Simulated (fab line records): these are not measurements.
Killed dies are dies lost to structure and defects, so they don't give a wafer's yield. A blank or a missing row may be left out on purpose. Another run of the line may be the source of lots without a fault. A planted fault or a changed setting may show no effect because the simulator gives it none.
fab line records | flow berkeleyCmos170
record lots=14 | wafers=42 | lastDay=12
route steps=331 shown PVT@117 GATE@127
lots with no fault: from the same line, run without faults
startH: the number of hours between the record's first day and the start of the first shown wafer of the lot | waitH: hours since the lot's step before | " as in the row above | L1.1+2: a single row standing in for several wafers | - either no value or no given start | * or withheld: withheld | < > ~ a bound
route shown NAME@n: NAME is a module with steps in the file, n the number in the route of the first one | usual: mean/standard deviation of fault-free wafers | same: alike in all rows | chamber/n: place in a boat | sites: the reading at each site | _std_site: how widely they spread, as a standard deviation | _edge_site: the outer-site mean with the inner-site mean subtracted | radiusMm: for every site, how far away it sits from the centre of the wafer | mask NAME#n: copy n | behind: tool/chamber where the wafer was last shaped | hold: reason for holding the lot/hours on hold/outcome of the hold | device: whichever transistor did not switch (one of n, p or np) | end of line: the same wafers' tests at the end of the route | a step with no rows: only its recipe | killed: at the first sort, the dies lost to defects and structure; wafer yield is something else | map: dies across one wafer; x = killed, . = not, _ = none there
set.NAME: the setting as run; set.NAME@STEP: as run at that earlier step | model.NAME: the simulator's own value behind a step, which no gauge read
the route's steps for a sample of lots (tables are steps, rows are wafers)
services: the hour from which a tool's chamber was out of use, counted from the record's first day as startH (under 0 if before that day), plus the number of hours and why
## steps
# step UCB170_PVT_SOFTBAKE_02
# recipe resist=KrF | tempC=130 | timeS=62.52
# usual plateSensorTCentreC=131.41/0.011 | plateSensorTEdgeC=131.53/0.01
lot.wafer | tool          | chamber | startH | waitH | plateSensorTCentreC | plateSensorTEdgeC
L438.2    | lithoTrack-02 | 0       | 130.04 | 0.1   | 131.41              | 131.52
L438.4    | "             | 0       | "      | "     | 131.39              | 131.55
L438.5    | "             | 0       | "      | "     | 131.43              | 131.55
L443.1    | lithoTrack-04 | 0       | 147.05 | 0.1   | 131.41              | 131.52
L443.5    | "             | 0       | "      | "     | 131.41              | 131.54
L443.6    | "             | 0       | "      | "     | 131.41              | 131.52
L446.1    | lithoTrack-02 | 0       | 162.55 | 0.1   | 131.42              | 131.54
L446.3    | "             | 0       | "      | "     | 131.43              | 131.52
L446.5    | "             | 0       | "      | "     | 131.4               | 131.54
L447.1    | lithoTrack-02 | 0       | 172.33 | 0.1   | 131.4               | 131.53
L447.2    | "             | 0       | "      | "     | 131.42              | 131.53
L447.6    | "             | 0       | "      | "     | 131.42              | 131.53
L452.1    | lithoTrack-03 | 0       | 182.46 | 0.1   | 131.42              | 131.53
L452.3    | "             | 0       | "      | "     | 131.42              | 131.52
L452.4    | "             | 0       | "      | "     | 131.41              | 131.53
L449.1    | lithoTrack-04 | 0       | 183.15 | 0.1   | 131.41              | 131.54
L449.3    | "             | 0       | "      | "     | 131.41              | 131.53
L449.5    | "             | 0       | "      | "     | 131.39              | 131.53
L451.1    | lithoTrack-04 | 0       | 190.50 | 0.1   | 131.41              | 131.53
L451.4    | "             | 0       | "      | "     | 131.39              | 131.54
L451.5    | "             | 0       | "      | "     | 131.4               | 131.56
L453.3    | lithoTrack-03 | 0       | 192.32 | 0.1   | 131.4               | 131.53
L453.4    | "             | 0       | "      | "     | 131.41              | 131.56
L453.5    | "             | 0       | "      | "     | 131.39              | 131.54
L454.3    | lithoTrack-02 | 0       | 200.62 | 0.1   | 131.41              | 131.52
L454.5    | "             | 0       | "      | "     | 131.4               | 131.53
L454.6    | "             | 0       | "      | "     | 131.41              | 131.54
L455.1    | lithoTrack-03 | 0       | 201.04 | 0.1   | 131.4               | 131.55
L455.4    | "             | 0       | "      | "     | 131.41              | 131.52
L455.5    | "             | 0       | "      | "     | 131.42              | 131.52
L456.1    | lithoTrack-03 | 0       | 210.13 | 0.1   | 131.42              | 131.51
L456.4    | "             | 0       | "      | "     | 131.4               | 131.55
L456.5    | "             | 0       | "      | "     | 131.41              | 131.53
L457.2    | lithoTrack-04 | 0       | 229.65 | 0.1   | 131.39              | 131.53
L457.3    | "             | 0       | "      | "     | 131.42              | 131.52
L457.4    | "             | 0       | "      | "     | 131.42              | 131.53
L458.3    | lithoTrack-02 | 0       | 229.67 | 0.1   | 131.41              | 131.53
L458.4    | "             | 0       | "      | "     | 131.42              | 131.52
L458.6    | "             | 0       | "      | "     | 131.41              | 131.54
L459.2    | lithoTrack-03 | 0       | 231.19 | 0.1   | 131.4               | 131.56
L459.4    | "             | 0       | "      | "     | 131.41              | 131.53
L459.5    | "             | 0       | "      | "     | 131.4               | 131.53
# step UCB170_GATE_OXIDATION_01
# recipe tempC=850 | ambient=O2 | targetThkA=66 | oxTimeS=1800
# usual oxTempC=849.9/0.37 | oxTempCMax=855.1/1.7 | spikeTcCentreC=852.2/1.1 | spikeTcLoadC=872/4.2
lot.wafer | tool       | chamber | startH | waitH | oxTempC | oxTempCMax | spikeTcCentreC | spikeTcLoadC
L438.2    | furnace-04 | 0       | 135.19 | 4.2   | 850.0   | 856.6      | 852.0          | 876
L438.4    | "          | 0       | "      | "     | 850.5   | 857.5      | 853.9          | 877
L438.5    | "          | 0       | "      | "     | 850.4   | 856.6      | 853.0          | 874
L443.1    | furnace-02 | 0       | 150.82 | 2.5   | 850.0   | 856.6      | 852.2          | 868
L443.5    | "          | 0       | "      | "     | 850.0   | 854.2      | 851.8          | 868
L443.6    | "          | 0       | "      | "     | 849.7   | 853.8      | 852.9          | 868
L446.1    | furnace-02 | -       | 164.69 | 0.8   | -       | -          | -              | -
L446.3    | "          | -       | "      | "     | -       | -          | -              | -
L446.5    | "          | -       | "      | "     | -       | -          | -              | -
L447.1    | furnace-01 | -       | 179.20 | 5.0   | -       | -          | -              | -
L447.2    | "          | -       | "      | "     | -       | -          | -              | -
L447.6    | "          | -       | "      | "     | -       | -          | -              | -
L449.1    | furnace-02 | 0       | 188.19 | 3.7   | 849.8   | 855.5      | 853.2          | 865
L449.3    | "          | 0       | "      | "     | 850.4   | 854.9      | 851.0          | 870
L449.5    | "          | 0       | "      | "     | 849.7   | 856.0      | 853.6          | 868
L452.1    | furnace-02 | 0       | 188.19 | 4.1   | 849.2   | 854.9      | 852.4          | 868
L452.3    | "          | 0       | "      | "     | 849.3   | 855.1      | 853.8          | 867
L452.4    | "          | 0       | "      | "     | 849.5   | 856.0      | 852.7          | 868
L451.1    | furnace-02 | 0       | 193.69 | 2.0   | 850.0   | 855.5      | 852.2          | 868
L451.4    | "          | 0       | "      | "     | 849.3   | 854.9      | 851.9          | 868
L451.5    | "          | 0       | "      | "     | 849.9   | 855.9      | 853.7          | 868
L453.3    | furnace-04 | 0       | 198.73 | 3.3   | 850.5   | 858.5      | 851.4          | 877
L453.4    | "          | 0       | "      | "     | 849.7   | 856.7      | 851.3          | 875
L453.5    | "          | 0       | "      | "     | 850.0   | 855.4      | 853.0          | 876
L454.3    | furnace-04 | 0       | 205.89 | 3.7   | 849.6   | 856.6      | 850.1          | 877
L454.5    | "          | 0       | "      | "     | 850.1   | 856.6      | 853.3          | 876
L454.6    | "          | 0       | "      | "     | 849.3   | 855.0      | 852.0          | 876
L455.1    | furnace-04 | 0       | 205.89 | 3.4   | 850.0   | 856.9      | 852.1          | 875
L455.4    | "          | 0       | "      | "     | 849.9   | 857.2      | 851.6          | 876
L455.5    | "          | 0       | "      | "     | 849.0   | 855.6      | 852.5          | 877
L456.1    | furnace-02 | 0       | 214.49 | 3.2   | 849.4   | 854.6      | 853.3          | 866
L456.4    | "          | 0       | "      | "     | 850.2   | 856.2      | 852.8          | 866
L456.5    | "          | 0       | "      | "     | 849.7   | 855.6      | 853.6          | 868
L457.2    | furnace-01 | 0       | 232.73 | 1.7   | 850.8   | 854.7      | 853.1          | 876
L457.3    | "          | 0       | "      | "     | 850.2   | 852.7      | 850.8          | 876
L457.4    | "          | 0       | "      | "     | 850.2   | 852.8      | 850.5          | 876
L458.3    | furnace-01 | 0       | 232.73 | 1.8   | 850.0   | 852.4      | 852.8          | 876
L458.4    | "          | 0       | "      | "     | 850.0   | 852.4      | 850.7          | 875
L458.6    | "          | 0       | "      | "     | 849.8   | 853.6      | 852.5          | 875
L459.2    | furnace-01 | 0       | 232.73 | 0.3   | 849.9   | 852.1      | 851.4          | 875
L459.4    | "          | 0       | "      | "     | 849.9   | 852.4      | 850.5          | 874
L459.5    | "          | 0       | "      | "     | 849.7   | 852.7      | 853.5          | 873
# step UCB170_GATE_OVL_MEAS_13
# usual GATE_OVL=1/5.5
lot.wafer | tool       | chamber | startH | waitH | GATE_OVL[nm]
L438.2    | overlay-02 | -       | 146.88 | 0.1   | 5
L438.4    | "          | -       | "      | "     | 4
L438.5    | "          | -       | "      | "     | 6
L443.1    | overlay-01 | -       | 160.02 | 0.1   | 0
L443.5    | "          | -       | "      | "     | -1
L443.6    | "          | -       | "      | "     | 1
L446.1    | overlay-02 | -       | 171.57 | 0.1   | -1
L446.3    | "          | -       | "      | "     | 2
L446.5    | "          | -       | "      | "     | -4
L447.1    | overlay-02 | -       | 190.24 | 0.1   | -8
L447.2    | "          | -       | "      | "     | -3
L447.6    | "          | -       | "      | "     | -5
L449.1    | overlay-01 | -       | 197.17 | 0.1   | 0
L449.3    | "          | -       | "      | "     | -5
L449.5    | "          | -       | "      | "     | -4
L452.1    | overlay-01 | -       | 197.65 | 0.1   | 2
L452.3    | "          | -       | "      | "     | -1
L452.4    | "          | -       | "      | "     | 7
L451.1    | overlay-01 | -       | 202.49 | 0.1   | -6
L451.4    | "          | -       | "      | "     | 1
L451.5    | "          | -       | "      | "     | 1
L453.3    | overlay-01 | -       | 212.76 | 0.1   | 6
L453.4    | "          | -       | "      | "     | 4
L453.5    | "          | -       | "      | "     | -2
L454.3    | overlay-02 | -       | 219.80 | 0.1   | 0
L454.5    | "          | -       | "      | "     | 2
L454.6    | "          | -       | "      | "     | 5
L455.1    | overlay-01 | -       | 220.03 | 0.1   | -5
L455.4    | "          | -       | "      | "     | -2
L455.5    | "          | -       | "      | "     | -3
L456.1    | overlay-02 | -       | 226.39 | 0.1   | 11
L456.4    | "          | -       | "      | "     | 12
L456.5    | "          | -       | "      | "     | 11
L457.2    | overlay-02 | -       | 241.92 | 0.1   | 16
L457.3    | "          | -       | "      | "     | 11
L457.4    | "          | -       | "      | "     | 6
L458.3    | overlay-02 | -       | 242.17 | 0.1   | -5
L458.4    | "          | -       | "      | "     | 3
L458.6    | "          | -       | "      | "     | -6
L459.2    | overlay-01 | -       | 242.40 | 0.1   | 2
L459.4    | "          | -       | "      | "     | 0
L459.5    | "          | -       | "      | "     | 2
# step UCB170_GATE_ETCH_15
# recipe chemistry=HBr/Cl2 | target=poly-Si | stopOn=SiO2 | overEtchFrac=0.3 | icpW=300 | biasW=150 | timeS=56.3 | pressureMtorr=15 | HBr_flow_sccm=150 | Cl2_flow_sccm=50 | targetDepthA=2782
# usual drypumpMotorCurrentA=5.7/0.34 | oesProductAu=0.833/0.014 | throttleValvePct=26.52/0.14
lot.wafer | tool     | chamber | startH | waitH | drypumpMotorCurrentA | oesProductAu | rfHoursCounterH | throttleValvePct
L438.2    | rieSi-01 | 2       | 146.95 | -     | 6.2                  | 0.835        | 1               | 26.63
L438.4    | "        | 1       | "      | "     | 6.1                  | 0.853        | 85              | 26.61
L438.5    | "        | 2       | "      | "     | 6.2                  | 0.844        | -               | 26.64
L443.1    | rieSi-02 | 1       | 160.09 | -     | 5.1                  | 0.829        | 83              | 26.52
L443.5    | "        | 3       | "      | "     | 5.5                  | 0.839        | -               | 26.64
L443.6    | "        | 2       | "      | "     | 5.7                  | 0.839        | -               | 26.38
L446.1    | rieSi-02 | 2       | 171.64 | -     | 5.7                  | 0.845        | 21              | 26.37
L446.3    | "        | 1       | "      | "     | 5.1                  | 0.837        | 83              | 26.53
L446.5    | "        | 2       | "      | "     | 5.7                  | 0.837        | -               | 26.37
L447.1    | rieSi-01 | 0       | 190.32 | -     | 5.6                  | 0.817        | 1               | 26.41
L447.2    | "        | 2       | "      | "     | 6.2                  | 0.835        | 1               | 26.64
L447.6    | "        | 3       | "      | "     | 5.5                  | 0.819        | -               | 26.63
L449.1    | rieSi-02 | 0       | 197.24 | -     | 5.9                  | 0.836        | 2               | 26.22
L449.3    | "        | 2       | "      | "     | 5.7                  | 0.840        | 21              | 26.37
L449.5    | "        | 3       | "      | "     | 5.6                  | 0.857        | -               | 26.64
L452.1    | rieSi-02 | 0       | 197.73 | -     | 5.9                  | 0.818        | 2               | 26.20
L452.3    | "        | 1       | "      | "     | 5.1                  | 0.829        | 84              | 26.53
L452.4    | "        | 2       | "      | "     | 5.7                  | 0.831        | 21              | 26.37
L451.1    | rieSi-01 | 1       | 202.57 | -     | 6.1                  | 0.865        | 85              | 26.61
L451.4    | "        | 0       | "      | "     | 5.6                  | 0.809        | 1               | 26.41
L451.5    | "        | 0       | "      | "     | 5.6                  | 0.814        | -               | 26.40
L453.3    | rieSi-02 | 3       | 212.83 | -     | 5.5                  | 0.834        | 1               | 26.65
L453.4    | "        | 0       | "      | "     | 5.9                  | 0.811        | 2               | 26.21
L453.5    | "        | 1       | "      | "     | 5.1                  | 0.839        | -               | 26.53
L454.3    | rieSi-02 | 2       | 219.86 | -     | 5.7                  | 0.837        | 21              | 26.37
L454.5    | "        | 2       | "      | "     | 5.7                  | 0.832        | -               | 26.37
L454.6    | "        | 3       | "      | "     | 5.5                  | 0.830        | -               | 26.65
L455.1    | rieSi-01 | 1       | 220.10 | -     | 6.1                  | 0.842        | 85              | 26.61
L455.4    | "        | 2       | "      | "     | 6.2                  | 0.825        | -               | 26.63
L455.5    | "        | 3       | "      | "     | 5.5                  | 0.814        | -               | 26.60
L456.1    | rieSi-02 | 2       | 226.46 | -     | 5.7                  | 0.838        | 21              | 26.37
L456.4    | "        | 1       | "      | "     | 5.1                  | 0.835        | 84              | 26.53
L456.5    | "        | 2       | "      | "     | 5.7                  | 0.841        | -               | 26.37
L457.2    | rieSi-01 | 2       | 241.99 | -     | 6.2                  | 0.842        | 1               | 26.64
L457.3    | "        | 3       | "      | "     | 5.4                  | 0.824        | 0               | 26.61
L457.4    | "        | 1       | "      | "     | 6.1                  | 0.849        | -               | 26.62
L458.3    | rieSi-02 | 0       | 242.23 | -     | 5.9                  | 0.825        | 2               | 26.22
L458.4    | "        | 3       | "      | "     | 5.6                  | 0.853        | 1               | 26.66
L458.6    | "        | 1       | "      | "     | 5.1                  | 0.843        | -               | 26.50
L459.2    | rieSi-01 | 1       | 242.47 | -     | 6.1                  | 0.845        | 86              | 26.61
L459.4    | "        | 3       | "      | "     | 5.5                  | 0.827        | -               | 26.62
L459.5    | "        | 2       | "      | "     | 6.2                  | 0.831        | -               | 26.61
## services
tool       | chamber | startH | hours | kind
furnace-02 | -       | 143.22 | 4.8   | pm
rieSi-01   | 3       | 157.32 | -     | clean
rieSi-01   | 3       | 157.32 | 13.1  | scheduledDown
rieSi-01   | 3       | 157.32 | 13.1  | ventCycle
furnace-04 | -       | 195.80 | 2.9   | pm
rieSi-01   | 0       | 205.96 | 14.9  | repair
rieSi-02   | -       | 231.01 | 2.8   | pm
furnace-01 | -       | 238.32 | 4.6   | pm
rieSi-01   | 0       | 241.30 | 6.4   | repair
## key
firstSign step=UCB170_GATE_OXIDATION_01 | reading=toolRecord | direction=missing
effect none on later readings
metAt UCB170_GATE_OXIDATION_01
struckLots L446,L447
laterRowsLeftOut L446.1,L446.3,L446.5,L447.1,L447.2,L447.6
sortLeftOut L446.1,L446.3,L446.5,L447.1,L447.2,L447.6
testerLeftOut L446,L447
notActingAt UCB170_PVT_SOFTBAKE_02,UCB170_GATE_OVL_MEAS_13,UCB170_GATE_ETCH_15
onsetBetween 150.82 164.69
fault kind=skippedStepWhole | tool=furnace-01,furnace-02 | chamber=- | onsetH=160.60 | steps=UCB170_GATE_OXIDATION_01 | scope=struckLotsOnly
# testerLeftOut: of these lots the tester's yield and bins aren't shown, on N5 and GAA mostly nor the transistor test; their killed dies are dies lost to structure and defects alone, not to doping, threshold or leakage, so they don't give the yield
# sortLeftOut: the simulated sort isn't trusted on such a fault, so these wafers' sort isn't shown, and their yield isn't known
# laterRowsLeftOut: the simulator's readings of these wafers behind a module that went badly wrong aren't trusted and aren't shown, but for the sort
